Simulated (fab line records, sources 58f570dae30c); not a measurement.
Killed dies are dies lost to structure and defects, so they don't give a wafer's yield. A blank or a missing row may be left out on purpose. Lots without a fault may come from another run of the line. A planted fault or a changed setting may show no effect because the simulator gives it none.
Problem report in the 8D (eight disciplines) form, filled by code | flow berkeley_cmos170 | the parts of the form that need people (team, actions taken, sign-off) are left out

1. THE PROBLEM
FIELD_OXIDE_THK at UCB170_FIELD_THK_MEAS_02 reads a mean of 674 nm on 9 wafers of 3 lots; wafers without a fault read 557 nm with a standard deviation of 8.8. That is +13 standard deviations from the usual mean.
First seen on wafer L554.1, day 7 23:28, on film_metro-02. The record holds 45 wafers of 15 lots with a number at this step. Rule for "out", or "out of limits": more than 4 standard deviations from the usual mean. The other wafers with a number count as sound.

2. WHAT IT IS AND WHAT IT IS NOT
question                    | is                           | is not
which readings at this step | FIELD_OXIDE_THK              | -
which lots                  | L553, L554, L555             | L543, L545, L546, L547, L549, L551, L552, L560, L562, L563, L564, L565
which wafers of those lots  | all that have a number       | -
read on which gauges        | film_metro-01, film_metro-02 | film_metro-03
when                        | from day 7 23:28             | up to then (21 sound wafers); but 15 sound wafers of L560, L562, L563, L564, L565 came after

3. SUSPECTS, AND WHAT RULES EACH OUT
Counting: a tool at a process step up to the reading stays a suspect if it ran every lot that is out and no sound lot after the first of them.
- the gauge at UCB170_FIELD_THK_MEAS_02: ruled out. The wafers that are out were read on 2 gauges (film_metro-01, film_metro-02).
- furnace-04 at UCB170_FIELD_OXIDATION_01 (target thk 558.3 nm, ox time 7200 s): kept. It ran every lot that is out, first L553 (day 7 20:28), and no sound lot after that; its last sound lot up to then is L549 (day 6 18:19).
Left after counting: furnace-04 at UCB170_FIELD_OXIDATION_01.

4. THE CAUSE (what the simulator had put in)
Process parameter drift: furnace-04, from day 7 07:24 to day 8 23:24, at UCB170_FIELD_OXIDATION_01. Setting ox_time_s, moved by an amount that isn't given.
Counting left only this tool.

5. THE CHAIN OF EFFECTS, in route order
Each row: a reading whose mean over the struck wafers that have a number lies more than 3 standard deviations from the usual. Only readings for which the record gives a usual standard deviation are gone through. hours: the time from each lot's start at the first step in this table that gives one to its start at this step, as a median over the lots. sigmas: the change in usual standard deviations.
hours | step                     | reading                | usual  | on struck wafers | change | sigmas
0     | UCB170_FIELD_THK_MEAS_02 | FIELD_OXIDE_THK        | 557 nm | 674              | +117   | +13
10    | UCB170_FIELD_THK_MEAS_90 | FIELD_OXIDE_LEFT_1_THK | 440 nm | 559              | +119   | +13
36    | UCB170_FIELD_THK_MEAS_91 | FIELD_OXIDE_LEFT_2_THK | 354 nm | 472              | +118   | +13

6. WHAT WOULD HAVE CAUGHT IT SOONER
In this record the first reading out of limits at a measuring or inspecting step was taken at day 7 23:28, 16 hours after the fault began at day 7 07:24.
Of the tool readings at UCB170_FIELD_OXIDATION_01 for which the record gives a usual standard deviation, none was out on any struck wafer, so an alarm limit of 4 standard deviations on them would not have fired.
Of the lots that are out (3), L555 began UCB170_FIELD_OXIDATION_01 on furnace-04 after day 7 23:28. A hold on the tool at that time would have spared it.
